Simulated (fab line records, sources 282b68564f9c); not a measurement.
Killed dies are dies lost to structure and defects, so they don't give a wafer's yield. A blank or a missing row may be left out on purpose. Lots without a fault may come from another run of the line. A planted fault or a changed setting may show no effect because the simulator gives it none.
fab line records | flow rit_cmos
record lots=5 wafers=23
route steps=202 shown SILICIDE@162
start_h: hours from the record's first day to the start of the lot's first wafer shown | wait_h: hours since the lot's step before | " the same as in the row above | L1.1+2: a row that stands for several wafers | - no value, or no start given | * or withheld: withheld | < > ~ a bound
route shown NAME@n: a module of which the file shows steps, and the number in the route of the first | usual: mean/standard deviation of fault-free wafers | same: alike in all rows | chamber/n: place in a boat | sites: the reading at each site | _std_site: their standard deviation | _edge_site: outer sites' mean less inner sites' | radius_mm: how far each site lies from the wafer's centre | mask NAME#n: copy n | behind: the tool/chamber that last shaped the wafer | hold: why the lot was held/for how many hours/how that ended | device: the transistor (n, p or np) that didn't switch | end of line: the same wafers' tests at the end of the route | a step without rows: its recipe alone | killed: dies lost to structure and defects at the first sort, not the wafer's yield | map: a wafer's dies, x killed, . not, _ none there
set.NAME: the setting as run; set.NAME@STEP: as run at that earlier step | model.NAME: the simulator's own value behind a step, which no gauge read
lots whose settings were changed on purpose; a table a step, a row a wafer
## steps
# step RIT_SILICIDE_SPUTTER_01
# recipe material=Ti target_thk_nm=30 power_w=350 chamber_pressure_pa=0.667 gas=Ar time_s=240 substrate_temp_c=25
# columns lot.wafer tool chamber start_h wait_h set.power_w model.Ti_of_SILICIDE_SPUTTER_01.thk_nm
L075.1 pvd_sputter-02 - - - 350 29.75
L075.2 " - " " 374.4 32.16
L075.4 " - " " 374.4 32.23
L075.5 " - " " 374.4 32.12
L075.6 " - " " 350 29.92
L080.1 pvd_sputter-02 - - - 350 29.86
L080.2 " - " " 350 29.8
L080.3 " - " " 350 30.02
L080.5 " - " " 350 29.84
L080.6 " - " " 350 29.9
L081.1 pvd_sputter-03 - - - 350 29.67
L081.2 " - " " 350 29.77
L081.4 " - " " 350 29.71
L081.5 " - " " 350 29.6
L081.6 " - " " 350 29.73
L084.1 pvd_sputter-01 - - - 386.6 33.38
L084.3 " - " " 350 30.1
L084.4 " - " " 350 29.92
L084.5 " - " " 386.6 33.41
L084.6 " - " " 350 29.99
L085.3 pvd_sputter-03 - 108.06 0.0 350 29.89
L085.4 " - " " 350 29.51
L085.5 " - " " 350 29.41
# step RIT_SILICIDE_RS_MEAS_02
# recipe thk_meas_gauge=four-point-probe reads=Ti_of_SILICIDE_SPUTTER_01
# usual SILICIDE_TI_RS=47.9/0.43
# columns lot.wafer tool chamber start_h wait_h set.power_w@SILICIDE_SPUTTER_01 SILICIDE_TI_RS[ohm/sq]
L075.1 film_metro-03 - 56.48 0.1 350 48.3
L075.2 " - " " 374.4 43.8
L075.4 " - " " 374.4 43.8
L075.5 " - " " 374.4 43.9
L075.6 " - " " 350 47.9
L080.1 film_metro-03 - 81.28 0.1 350 48.0
L080.2 " - " " 350 48.2
L080.3 " - " " 350 47.8
L080.5 " - " " 350 48.3
L080.6 " - " " 350 47.9
L081.1 film_metro-03 - 86.41 0.1 350 48.4
L081.2 " - " " 350 48.3
L081.4 " - " " 350 48.3
L081.5 " - " " 350 48.7
L081.6 " - " " 350 48.4
L084.1 film_metro-01 - 102.78 0.1 386.6 42.0
L084.3 " - " " 350 47.7
L084.4 " - " " 350 48.1
L084.5 " - " " 386.6 41.9
L084.6 " - " " 350 48.1
L085.3 film_metro-02 - 108.25 0.1 350 48.0
L085.4 " - " " 350 48.8
L085.5 " - " " 350 49.0
# step RIT_SILICIDE_THK_MEAS_03
# recipe thk_meas_gauge=xrf reads=Ti_of_SILICIDE_SPUTTER_01
# usual SILICIDE_TI_THK=29.9/0.36
# columns lot.wafer tool chamber start_h wait_h set.power_w@SILICIDE_SPUTTER_01 SILICIDE_TI_THK[nm]
L075.1 film_metro-03 - 56.60 0.1 350 29.4
L075.2 " - " " 374.4 31.9
L075.4 " - " " 374.4 31.9
L075.5 " - " " 374.4 31.8
L075.6 " - " " 350 29.8
L080.1 film_metro-03 - 81.40 0.1 350 29.5
L080.2 " - " " 350 29.4
L080.3 " - " " 350 29.5
L080.5 " - " " 350 29.4
L080.6 " - " " 350 29.6
L081.1 film_metro-03 - 86.53 0.1 350 29.3
L081.2 " - " " 350 29.3
L081.4 " - " " 350 29.3
L081.5 " - " " 350 29.3
L081.6 " - " " 350 29.4
L084.1 film_metro-01 - 102.90 0.1 386.6 33.6
L084.3 " - " " 350 30.3
L084.4 " - " " 350 30.0
L084.5 " - " " 386.6 33.7
L084.6 " - " " 350 30.1
L085.3 film_metro-02 - 108.35 0.1 350 29.8
L085.4 " - " " 350 29.5
L085.5 " - " " 350 29.3
## key
split step=RIT_SILICIDE_SPUTTER_01 setting=power_w stated=350 by=wafer
response step=RIT_SILICIDE_SPUTTER_01 reading=model.Ti_of_SILICIDE_SPUTTER_01.thk_nm change=+0.327 per=1% r=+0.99
response step=RIT_SILICIDE_RS_MEAS_02 reading=SILICIDE_TI_RS change=-0.587 per=1% r=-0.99
response step=RIT_SILICIDE_THK_MEAS_03 reading=SILICIDE_TI_THK change=+0.331 per=1% r=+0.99
